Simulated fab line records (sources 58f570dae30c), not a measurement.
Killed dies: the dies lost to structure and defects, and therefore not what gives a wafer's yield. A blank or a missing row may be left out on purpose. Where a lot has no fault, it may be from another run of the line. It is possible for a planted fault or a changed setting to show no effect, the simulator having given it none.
What tool caused it?	flow berkeley-cmos170	14 lots, 42 wafers sampled, at 4 steps of a route of 331

## WHAT EACH GAUGE READ, for each wafer
UCB170_ACTIVE_CD_MEAS_90: the cd target is 1200 nm.
lot	measured	on	cd-nm (nm)
L945	day 4 11:05	cd-sem-02	1199.6 1201.0 1200.3
L947	day 4 11:20	cd-sem-02	1200.2 1200.5 1198.8
L949	day 5 03:08	cd-sem-01	1200.9 1201.0 1200.4
L950	day 5 05:59	cd-sem-02	1200.4 1200.3 1200.4
L952	day 5 20:37	cd-sem-02	1199.4 1199.3 1200.8
L955	day 6 16:05	cd-sem-02	1200.4 1199.6 1200.5
L954	day 6 16:19	cd-sem-02	1198.3 1198.6 1198.1
L956	day 6 16:23	cd-sem-01	1200.3 1201.4 1200.1
L957	day 6 16:40	cd-sem-02	1199.8 1200.9 1199.9
L960	day 7 16:19	cd-sem-02	1201.9 1202.4 1202.3
L965	day 8 17:42	cd-sem-01	1203.6 1201.4 1202.0
L967	day 8 17:55	cd-sem-01	1201.7 1199.8 1200.5
L968	day 8 18:26	cd-sem-01	1200.4 1199.6 1199.1
L966	day 8 18:40	cd-sem-01	1200.5 1200.3 1202.4

UCB170_PVT_OVL_MEAS_06.
lot	measured	on	PVT_OVL (nm)
L945	day 5 16:25	overlay-02	7 4 -3
L947	day 5 15:36	overlay-01	-1 7 5
L949	day 6 13:58	overlay-02	6 7 3
L950	day 6 17:36	overlay-01	5 2 7
L952	day 7 15:32	overlay-01	-3 1 2
L955	day 8 08:38	overlay-01	-10 -6 -7
L954	day 8 08:05	overlay-02	1 -3 -5
L956	day 8 09:12	overlay-01	1 1 0
L957	day 8 08:53	overlay-02	4 0 4
L960	day 9 03:34	overlay-02	8 0 -2
L965	day 9 20:31	overlay-02	7 9 5
L967	day 9 20:22	overlay-02	2 1 -2
L968	day 9 20:47	overlay-01	-2 -5 -4
L966	day 10 00:05	overlay-02	5 3 3

UCB170_GATE_THK_MEAS_02.
lot	measured	on	GATE_OXIDE_THK (nm)
L945	day 5 20:02	film-metro-02	6.89 6.84 6.88
L947	day 5 20:03	film-metro-01	6.64 6.71 6.66
L949	day 6 19:10	film-metro-02	6.81 6.77 6.88
L950	day 7 00:49	film-metro-02	6.74 6.70 6.66
L952	day 7 19:47	film-metro-02	6.72 6.77 6.93
L955	day 8 12:11	film-metro-01	6.47 6.52 6.59
L954	day 8 12:08	film-metro-02	6.66 6.66 6.67
L956	day 8 12:12	film-metro-02	6.86 6.78 6.77
L957	day 8 12:16	film-metro-01	6.44 6.44 6.60
L960	day 9 09:54	film-metro-02	6.45 6.32 6.50
L965	day 9 22:38	film-metro-01	6.32 6.46 6.35
L967	day 9 22:37	film-metro-02	6.45 6.47 6.52
L968	day 10 02:21	film-metro-04	6.60 6.58 6.70
L966	day 10 02:22	film-metro-02	6.65 6.71 6.71

## WHICH TOOL RAN EACH LOT (tool, then ch and the chambers of the sampled wafers, then the start)
lot	UCB170_PVT_IMPLANT_07
L945	implanter-02 ch 0, day 5 16:27
L947	implanter-03 ch 0, day 5 15:39
L949	implanter-04 ch 0, day 6 14:02
L950	implanter-02 ch 0, day 6 17:38
L952	implanter-04 ch 0, day 7 15:38
L955	implanter-03 ch 0, day 8 08:41
L954	implanter-02 ch 0, day 8 08:08
L956	implanter-04 ch 0, day 8 09:16
L957	implanter-02 ch 0, day 8 08:58
L960	implanter-02 ch 0, day 9 03:37
L965	implanter-02 ch 0, day 9 20:34
L967	implanter-04 ch 0, day 9 20:24
L968	implanter-03 ch 0, day 9 20:49
L966	implanter-04 ch 0, day 10 00:09
- UCB170_PVT_IMPLANT_07

## WHAT THE TOOLS THEMSELVES READ (means of the sampled wafers that have a number; where no wafer has one, the mark that the record gives instead)
UCB170_PVT_IMPLANT_07.
lot	tool	beam-energy-keV	end-station-pressure-torr (Torr)	faraday-current-uA
L945	implanter-02	29.999	4.91e-06	6.27
L947	implanter-03	29.996	4.92e-06	6.33
L949	implanter-04	30.017	5.03e-06	6.35
L950	implanter-02	30.008	4.76e-06	6.27
L952	implanter-04	30.000	5.29e-06	6.29
L955	implanter-03	29.997	4.87e-06	6.53
L954	implanter-02	29.990	5.35e-06	6.36
L956	implanter-04	29.993	5.03e-06	6.36
L957	implanter-02	29.998	4.93e-06	6.29
L960	implanter-02	29.110	5.19e-06	6.36
L965	implanter-02	29.109	5.08e-06	6.25
L967	implanter-04	30.003	4.95e-06	6.30
L968	implanter-03	29.999	5.11e-06	6.40
L966	implanter-04	29.990	5.01e-06	6.30

## THE ANSWER, worked out from the rows above alone
Rule: the lots themselves supply what counts as usual. Put in order of their means at a reading, lots are off if they are a third of the lots or fewer, leave a main group of 4 or more, and stand apart from it by a gap of 3 or more times the standard deviation of the main group's means; of several such gaps the widest counts. The tables above print the reading to a certain number of digits; a main group whose means all agree to those digits is not used. Also off: a lot with no number at a reading for which 4 or more lots have one. All remaining lots with rows at the step are treated as sound. After the gauges, taken in route order, come the tools' own readings; for these a lot's mean is taken, as printed above. The first step at which some lot is off is used, and at that step the reading that is off furthest; a lot without a number counts as furthest.
Off: L960, L965, at UCB170_PVT_IMPLANT_07 (beam-energy-keV). The main group has a mean of 29.999 with a standard deviation of 0.0073.
If a tool, at that step or one of the process steps before it, ran each lot that is off and ran no sound lot following the first of them, it fits. One fits: UCB170_PVT_IMPLANT_07 on implanter-02. A fault onset in the window from L957 (day 8 08:58, its last sound lot) to L960 (day 9 03:37, its first lot off) fits.
The tool's own readings at UCB170_PVT_IMPLANT_07 bear it out: on the lots that are off they differ by more than 5 times the standard deviation of the sound lots' means. beam-energy-keV reads 29.110 there against 29.999 on the sound lots.

## WHAT THE SIMULATOR HAD PUT IN
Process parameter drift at UCB170_PVT_IMPLANT_07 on implanter-02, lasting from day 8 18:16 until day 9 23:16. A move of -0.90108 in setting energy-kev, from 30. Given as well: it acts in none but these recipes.
Struck lots among those shown: L960, L965. Same finding as the rule above.
